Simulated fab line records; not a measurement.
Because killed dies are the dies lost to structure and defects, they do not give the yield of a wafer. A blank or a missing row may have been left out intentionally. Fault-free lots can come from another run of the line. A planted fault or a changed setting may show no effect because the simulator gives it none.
What tool caused it? || flow berkeleyCmos170 || 14 lots, 42 wafers sampled, at 6 steps of a route of 331

== WHAT EACH GAUGE READ, for each wafer ==
UCB170_GATE_OVL_MEAS_13.
{"lot": "L136", "measured": "day 6 10:52", "on": "overlay-02", "GATE_OVL (nm)": "-1 -5 -5"}
{"lot": "L138", "measured": "day 6 13:44", "on": "overlay-02", "GATE_OVL (nm)": "-1 -3 7"}
{"lot": "L139", "measured": "day 6 16:38", "on": "overlay-01", "GATE_OVL (nm)": "-1 -5 4"}
{"lot": "L141", "measured": "day 7 01:26", "on": "overlay-01", "GATE_OVL (nm)": "11 9 14"}
{"lot": "L140", "measured": "day 7 03:14", "on": "overlay-02", "GATE_OVL (nm)": "6 6 1"}
{"lot": "L143", "measured": "day 7 06:50", "on": "overlay-01", "GATE_OVL (nm)": "-1 5 4"}
{"lot": "L142", "measured": "day 7 06:57", "on": "overlay-02", "GATE_OVL (nm)": "-7 -7 -3"}
{"lot": "L145", "measured": "day 8 02:34", "on": "overlay-01", "GATE_OVL (nm)": "10 15 16"}
{"lot": "L144", "measured": "day 8 02:50", "on": "overlay-01", "GATE_OVL (nm)": "9 13 7"}
{"lot": "L147", "measured": "day 8 06:47", "on": "overlay-02", "GATE_OVL (nm)": "3 14 3"}
{"lot": "L148", "measured": "day 8 07:04", "on": "overlay-02", "GATE_OVL (nm)": "3 6 9"}
{"lot": "L146", "measured": "day 8 07:32", "on": "overlay-01", "GATE_OVL (nm)": "0 1 3"}
{"lot": "L152", "measured": "day 9 01:53", "on": "overlay-02", "GATE_OVL (nm)": "16 9 8"}
{"lot": "L151", "measured": "day 9 22:24", "on": "overlay-01", "GATE_OVL (nm)": "-3 -7 -1"}

UCB170_NLDD_CD_MEAS_06: target cd 1200 nm.
{"lot": "L136", "measured": "day 6 16:33", "on": "cdSem-01", "cdNm (nm)": "1199.5 1199.8 1199.2"}
{"lot": "L138", "measured": "day 6 18:10", "on": "cdSem-02", "cdNm (nm)": "1198.7 1201.1 1199.8"}
{"lot": "L139", "measured": "day 6 20:52", "on": "cdSem-01", "cdNm (nm)": "1196.9 1196.7 1197.2"}
{"lot": "L141", "measured": "day 7 04:54", "on": "cdSem-01", "cdNm (nm)": "1202.6 1202.2 1199.8"}
{"lot": "L140", "measured": "day 7 06:35", "on": "cdSem-02", "cdNm (nm)": "1199.8 1198.5 1199.6"}
{"lot": "L143", "measured": "day 7 09:57", "on": "cdSem-01", "cdNm (nm)": "1198.6 1201.0 1200.2"}
{"lot": "L142", "measured": "day 7 10:30", "on": "cdSem-02", "cdNm (nm)": "1200.4 1200.1 1200.2"}
{"lot": "L145", "measured": "day 8 06:27", "on": "cdSem-02", "cdNm (nm)": "1199.7 1199.4 1198.8"}
{"lot": "L144", "measured": "day 8 06:44", "on": "cdSem-02", "cdNm (nm)": "1200.8 1200.6 1199.9"}
{"lot": "L147", "measured": "day 8 10:52", "on": "cdSem-02", "cdNm (nm)": "1200.5 1202.1 1200.8"}
{"lot": "L148", "measured": "day 8 11:04", "on": "cdSem-02", "cdNm (nm)": "1198.9 1197.9 1199.3"}
{"lot": "L146", "measured": "day 8 11:17", "on": "cdSem-02", "cdNm (nm)": "1199.3 1200.7 1200.5"}
{"lot": "L152", "measured": "day 9 07:58", "on": "cdSem-01", "cdNm (nm)": "1197.2 1199.2 1198.1"}
{"lot": "L151", "measured": "day 10 04:44", "on": "cdSem-01", "cdNm (nm)": "1200.3 1200.4 1200.9"}

UCB170_NLDD_TW_MEAS_11.
{"lot": "L136", "measured": "day 6 17:05", "on": "filmMetro-03", "NLDD_TW": "2212 2219 2211"}
{"lot": "L138", "measured": "day 6 18:43", "on": "filmMetro-02", "NLDD_TW": "2239 2239 2229"}
{"lot": "L139", "measured": "day 6 21:25", "on": "filmMetro-02", "NLDD_TW": "2227 2228 2224"}
{"lot": "L141", "measured": "day 7 05:27", "on": "filmMetro-03", "NLDD_TW": "2209 2194 2204"}
{"lot": "L140", "measured": "day 7 07:09", "on": "filmMetro-03", "NLDD_TW": "2199 2195 2203"}
{"lot": "L143", "measured": "day 7 10:30", "on": "filmMetro-03", "NLDD_TW": "2211 2201 2198"}
{"lot": "L142", "measured": "day 7 11:03", "on": "filmMetro-04", "NLDD_TW": "2244 2245 2235"}
{"lot": "L145", "measured": "day 8 07:01", "on": "filmMetro-04", "NLDD_TW": "2229 2229 2247"}
{"lot": "L144", "measured": "day 8 07:17", "on": "filmMetro-03", "NLDD_TW": "2224 2228 2215"}
{"lot": "L147", "measured": "day 8 11:25", "on": "filmMetro-03", "NLDD_TW": "2217 2224 2231"}
{"lot": "L148", "measured": "day 8 11:36", "on": "filmMetro-02", "NLDD_TW": "2245 2232 2234"}
{"lot": "L146", "measured": "day 8 11:50", "on": "filmMetro-04", "NLDD_TW": "2237 2225 2244"}
{"lot": "L152", "measured": "day 9 08:52", "on": "filmMetro-02", "NLDD_TW": "2491 2489 2495"}
{"lot": "L151", "measured": "day 10 05:52", "on": "filmMetro-03", "NLDD_TW": "2459 2471 2456"}

UCB170_NSD_TW_MEAS_10.
{"lot": "L136", "measured": "day 7 00:32", "on": "filmMetro-04", "NSD_TW": "4240 4217 4230"}
{"lot": "L138", "measured": "day 7 00:37", "on": "filmMetro-03", "NSD_TW": "4159 4153 4129"}
{"lot": "L139", "measured": "day 7 05:10", "on": "filmMetro-04", "NSD_TW": "4237 4230 4231"}
{"lot": "L141", "measured": "day 7 12:59", "on": "filmMetro-04", "NSD_TW": "4253 4216 4264"}
{"lot": "L140", "measured": "day 7 13:08", "on": "filmMetro-02", "NSD_TW": "4207 4197 4206"}
{"lot": "L143", "measured": "day 7 22:31", "on": "filmMetro-03", "NSD_TW": "4159 4172 4167"}
{"lot": "L142", "measured": "day 7 21:41", "on": "filmMetro-03", "NSD_TW": "4154 4182 4163"}
{"lot": "L145", "measured": "day 8 16:10", "on": "filmMetro-02", "NSD_TW": "4200 4217 4236"}
{"lot": "L144", "measured": "day 8 16:35", "on": "filmMetro-04", "NSD_TW": "4238 4211 4208"}
{"lot": "L147", "measured": "day 8 21:16", "on": "filmMetro-03", "NSD_TW": "4210 4203 4184"}
{"lot": "L148", "measured": "day 8 21:23", "on": "filmMetro-04", "NSD_TW": "4212 4238 4209"}
{"lot": "L146", "measured": "day 8 21:37", "on": "filmMetro-02", "NSD_TW": "4241 4243 4221"}
{"lot": "L152", "measured": "day 9 16:28", "on": "filmMetro-03", "NSD_TW": "4179 4164 4176"}
{"lot": "L151", "measured": "day 10 14:39", "on": "filmMetro-03", "NSD_TW": "4190 4178 4201"}

UCB170_SDANNEAL_RS_MEAS_05: measurement is done with a four-point probe.
{"lot": "L136", "measured": "day 7 02:00", "on": "filmMetro-04", "NLDD_RS (ohm/sq)": "616.6 616.4 617.0"}
{"lot": "L138", "measured": "day 7 02:09", "on": "filmMetro-02", "NLDD_RS (ohm/sq)": "616.6 615.6 617.2"}
{"lot": "L139", "measured": "day 7 06:37", "on": "filmMetro-03", "NLDD_RS (ohm/sq)": "615.5 614.0 614.5"}
{"lot": "L141", "measured": "day 7 14:47", "on": "filmMetro-03", "NLDD_RS (ohm/sq)": "617.3 615.4 615.3"}
{"lot": "L140", "measured": "day 7 14:50", "on": "filmMetro-04", "NLDD_RS (ohm/sq)": "616.5 615.0 617.0"}
{"lot": "L143", "measured": "day 8 00:11", "on": "filmMetro-04", "NLDD_RS (ohm/sq)": "617.5 617.2 616.5"}
{"lot": "L142", "measured": "day 7 23:41", "on": "filmMetro-02", "NLDD_RS (ohm/sq)": "613.7 613.8 615.8"}
{"lot": "L145", "measured": "day 8 17:56", "on": "filmMetro-02", "NLDD_RS (ohm/sq)": "615.7 616.3 615.3"}
{"lot": "L144", "measured": "day 8 18:46", "on": "filmMetro-03", "NLDD_RS (ohm/sq)": "616.7 613.7 615.9"}
{"lot": "L147", "measured": "day 8 23:41", "on": "filmMetro-04", "NLDD_RS (ohm/sq)": "618.1 616.7 617.5"}
{"lot": "L148", "measured": "day 8 23:53", "on": "filmMetro-03", "NLDD_RS (ohm/sq)": "612.9 615.2 612.8"}
{"lot": "L146", "measured": "day 8 23:32", "on": "filmMetro-02", "NLDD_RS (ohm/sq)": "615.3 615.1 614.0"}
{"lot": "L152", "measured": "day 9 18:07", "on": "filmMetro-02", "NLDD_RS (ohm/sq)": "463.3 464.8 464.7"}
{"lot": "L151", "measured": "day 10 16:38", "on": "filmMetro-03", "NLDD_RS (ohm/sq)": "464.5 463.8 464.8"}

== WHICH TOOL RAN EACH LOT (tool, then ch and the chambers of the sampled wafers, then the start) ==
{"lot": "L136", "UCB170_NLDD_IMPLANT_08": "implanter-04 ch 0, day 6 16:43"}
{"lot": "L138", "UCB170_NLDD_IMPLANT_08": "implanter-04 ch 0, day 6 18:19"}
{"lot": "L139", "UCB170_NLDD_IMPLANT_08": "implanter-04 ch 0, day 6 21:01"}
{"lot": "L141", "UCB170_NLDD_IMPLANT_08": "implanter-04 ch 0, day 7 05:04"}
{"lot": "L140", "UCB170_NLDD_IMPLANT_08": "implanter-03 ch 0, day 7 06:45"}
{"lot": "L143", "UCB170_NLDD_IMPLANT_08": "implanter-04 ch 0, day 7 10:07"}
{"lot": "L142", "UCB170_NLDD_IMPLANT_08": "implanter-02 ch 0, day 7 10:40"}
{"lot": "L145", "UCB170_NLDD_IMPLANT_08": "implanter-03 ch 0, day 8 06:37"}
{"lot": "L144", "UCB170_NLDD_IMPLANT_08": "implanter-04 ch 0, day 8 06:53"}
{"lot": "L147", "UCB170_NLDD_IMPLANT_08": "implanter-03 ch 0, day 8 11:01"}
{"lot": "L148", "UCB170_NLDD_IMPLANT_08": "implanter-04 ch 0, day 8 11:13"}
{"lot": "L146", "UCB170_NLDD_IMPLANT_08": "implanter-02 ch 0, day 8 11:26"}
{"lot": "L152", "UCB170_NLDD_IMPLANT_08": "implanter-04 ch 0, day 9 08:07"}
{"lot": "L151", "UCB170_NLDD_IMPLANT_08": "implanter-02 ch 0, day 10 04:53"}
- UCB170_NLDD_IMPLANT_08

== AS READ BY THE TOOLS THEMSELVES (means over the sampled wafers that have a number; for cases with no such wafer, the mark the record gives instead) ==
UCB170_NLDD_IMPLANT_08.
{"lot": "L136", "tool": "implanter-04", "doseIonsCm2": 5e+13, "endStationPressureTorr (Torr)": 5.21e-06}
{"lot": "L138", "tool": "implanter-04", "doseIonsCm2": 5e+13, "endStationPressureTorr (Torr)": 5.05e-06}
{"lot": "L139", "tool": "implanter-04", "doseIonsCm2": 5e+13, "endStationPressureTorr (Torr)": 5.21e-06}
{"lot": "L141", "tool": "implanter-04", "doseIonsCm2": 5e+13, "endStationPressureTorr (Torr)": 5.11e-06}
{"lot": "L140", "tool": "implanter-03", "doseIonsCm2": 5e+13, "endStationPressureTorr (Torr)": 5.56e-06}
{"lot": "L143", "tool": "implanter-04", "doseIonsCm2": 5e+13, "endStationPressureTorr (Torr)": 5.26e-06}
{"lot": "L142", "tool": "implanter-02", "doseIonsCm2": 5e+13, "endStationPressureTorr (Torr)": 5.11e-06}
{"lot": "L145", "tool": "implanter-03", "doseIonsCm2": 5e+13, "endStationPressureTorr (Torr)": 5.32e-06}
{"lot": "L144", "tool": "implanter-04", "doseIonsCm2": 5e+13, "endStationPressureTorr (Torr)": 5.21e-06}
{"lot": "L147", "tool": "implanter-03", "doseIonsCm2": 5e+13, "endStationPressureTorr (Torr)": 5.45e-06}
{"lot": "L148", "tool": "implanter-04", "doseIonsCm2": 5e+13, "endStationPressureTorr (Torr)": 5.16e-06}
{"lot": "L146", "tool": "implanter-02", "doseIonsCm2": 5e+13, "endStationPressureTorr (Torr)": 5.13e-06}
{"lot": "L152", "tool": "implanter-04", "doseIonsCm2": 5e+13, "endStationPressureTorr (Torr)": 5.01e-06}
{"lot": "L151", "tool": "implanter-02", "doseIonsCm2": 5e+13, "endStationPressureTorr (Torr)": 5.02e-06}

== THE ANSWER, worked out from the rows above alone ==
Rule: the lots themselves supply what counts as usual. Put in order of their means at a reading, lots are off if they are a third of the lots or fewer, leave a main group of 4 or more, and stand apart from it by a gap of 3 or more times the standard deviation of the main group's means; of several such gaps the widest counts. If all means in a main group match to the digits the tables above print for the reading, that group is not used. Also off: a lot with no number at a reading for which 4 or more lots have one. Any other lot the step has rows for is counted as sound. First the gauges in route order, then the tools' own readings, where a lot's mean is used as printed above. At the first step where some lot is off, the reading lying furthest off is the one used; lots without a number count as furthest.
Off: L152, L151, seen at UCB170_NLDD_TW_MEAS_11 (NLDD_TW). The main group: mean 2223, standard deviation 14.
If a tool, at a process step before that reading, ran all the lots that are off and no sound lot after the first of them, it fits. Gauges at UCB170_NLDD_TW_MEAS_11: tried the same way as those tools. Of those tried, none fits.

== WHAT HAD BEEN PUT IN BY THE SIMULATOR ==
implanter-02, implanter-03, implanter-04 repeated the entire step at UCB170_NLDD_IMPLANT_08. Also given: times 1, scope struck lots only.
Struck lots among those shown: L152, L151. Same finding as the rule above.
